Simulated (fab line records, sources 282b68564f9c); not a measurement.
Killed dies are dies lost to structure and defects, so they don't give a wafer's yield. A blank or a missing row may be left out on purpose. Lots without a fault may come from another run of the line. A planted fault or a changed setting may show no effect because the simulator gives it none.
Which tool did it? | flow rit_cmos | 14 lots, 42 wafers sampled, at 1 step of a route of 202

WHAT THE GAUGES READ, wafer by wafer
The record holds no reading of a measuring or inspecting step that can be judged against a usual standard deviation.

WHICH TOOL RAN EACH LOT (tool, then ch and the chambers of the sampled wafers, then the start)
lot  | RIT_GATE_STRIP_20
L975 | plasma_asher-02 ch 0,1, day 2 18:28
L977 | plasma_asher-02 ch 0,1, day 3 05:09
L978 | plasma_asher-02 ch 0, day 3 09:40
L979 | plasma_asher-01 ch 0,1, day 3 13:37
L980 | plasma_asher-03 ch 0,1, day 3 18:24
L984 | plasma_asher-02 ch 0,1, day 4 15:04
L986 | plasma_asher-03 ch 0,1, day 5 01:09
L987 | plasma_asher-03 ch 0,1, day 5 06:30
L989 | plasma_asher-01 ch 0, day 5 16:44
L991 | plasma_asher-02 ch 0,1, day 6 01:28
L992 | plasma_asher-02 ch 0,1, day 6 07:14
L995 | plasma_asher-01 ch 1, day 6 21:59
L996 | plasma_asher-02 ch 0,1, day 7 03:03
L997 | plasma_asher-01 ch 0,1, day 7 07:13
- RIT_GATE_STRIP_20: strips in O2, time 180 s.

WHAT THE TOOLS THEMSELVES READ (means of the sampled wafers that have a number; where no wafer has one, the mark that the record gives instead)
RIT_GATE_STRIP_20.
lot  | tool            | chamber_pressure_mTorr (mTorr) | drypump_motor_current_A (A) | o2_flow_sccm (sccm)
L975 | plasma_asher-02 | 4003                           | 6.1                         | 3988
L977 | plasma_asher-02 | 4001                           | 6.2                         | 3988
L978 | plasma_asher-02 | 4002                           | 5.3                         | 3995
L979 | plasma_asher-01 | 4001                           | 5.3                         | 3995
L980 | plasma_asher-03 | 3999                           | 5.6                         | 3983
L984 | plasma_asher-02 | 3999                           | 5.7                         | 4009
L986 | plasma_asher-03 | 3996                           | 5.6                         | 4249
L987 | plasma_asher-03 | 4002                           | 5.6                         | 4529
L989 | plasma_asher-01 | 4001                           | 5.2                         | 3988
L991 | plasma_asher-02 | 3999                           | 5.7                         | 4006
L992 | plasma_asher-02 | 4003                           | 6.2                         | 4010
L995 | plasma_asher-01 | 4004                           | 5.4                         | 3988
L996 | plasma_asher-02 | 4001                           | 6.2                         | 3991
L997 | plasma_asher-01 | 4003                           | 5.2                         | 4004

THE ANSWER, worked out from the rows above alone
Rule: what is usual is taken from the lots themselves. Put in order of their means at a reading, lots are off if they are a third of the lots or fewer, leave a main group of 4 or more, and stand apart from it by a gap of 3 or more times the standard deviation of the main group's means; of several such gaps the widest counts. A main group whose means are all the same, to the digits that the tables above print for the reading, isn't used. A lot without any number at a reading at which 4 lots or more have one is off too. The other lots that the step has rows for count as sound. The gauges are gone through in route order, then the tools' own readings, and for those a lot's mean is taken as printed above. The first step at which some lot is off is used, and at that step the reading that is off furthest; a lot without a number counts as furthest.
Off: L986, L987, at RIT_GATE_STRIP_20 (o2_flow_sccm). The main group: mean 3995 sccm, standard deviation 9.
A tool fits if, at that step or a process step before it, it ran every lot that is off, and no sound lot after the first of them. One fits: plasma_asher-03 at RIT_GATE_STRIP_20. Its last sound lot is L980 (day 3 18:24), its first lot that is off L986 (day 5 01:09): a fault that began between those two fits.
The tool's own readings at RIT_GATE_STRIP_20 bear it out: on the lots that are off they differ by more than 5 times the standard deviation of the sound lots' means. o2_flow_sccm reads 4389 sccm there against 3995 sccm on the sound lots.

WHAT THE SIMULATOR HAD PUT IN
Process parameter drift: plasma_asher-03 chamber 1, from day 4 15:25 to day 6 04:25, at RIT_GATE_STRIP_20. Setting o2_flow_sccm, moved by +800, from 4000. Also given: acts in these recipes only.
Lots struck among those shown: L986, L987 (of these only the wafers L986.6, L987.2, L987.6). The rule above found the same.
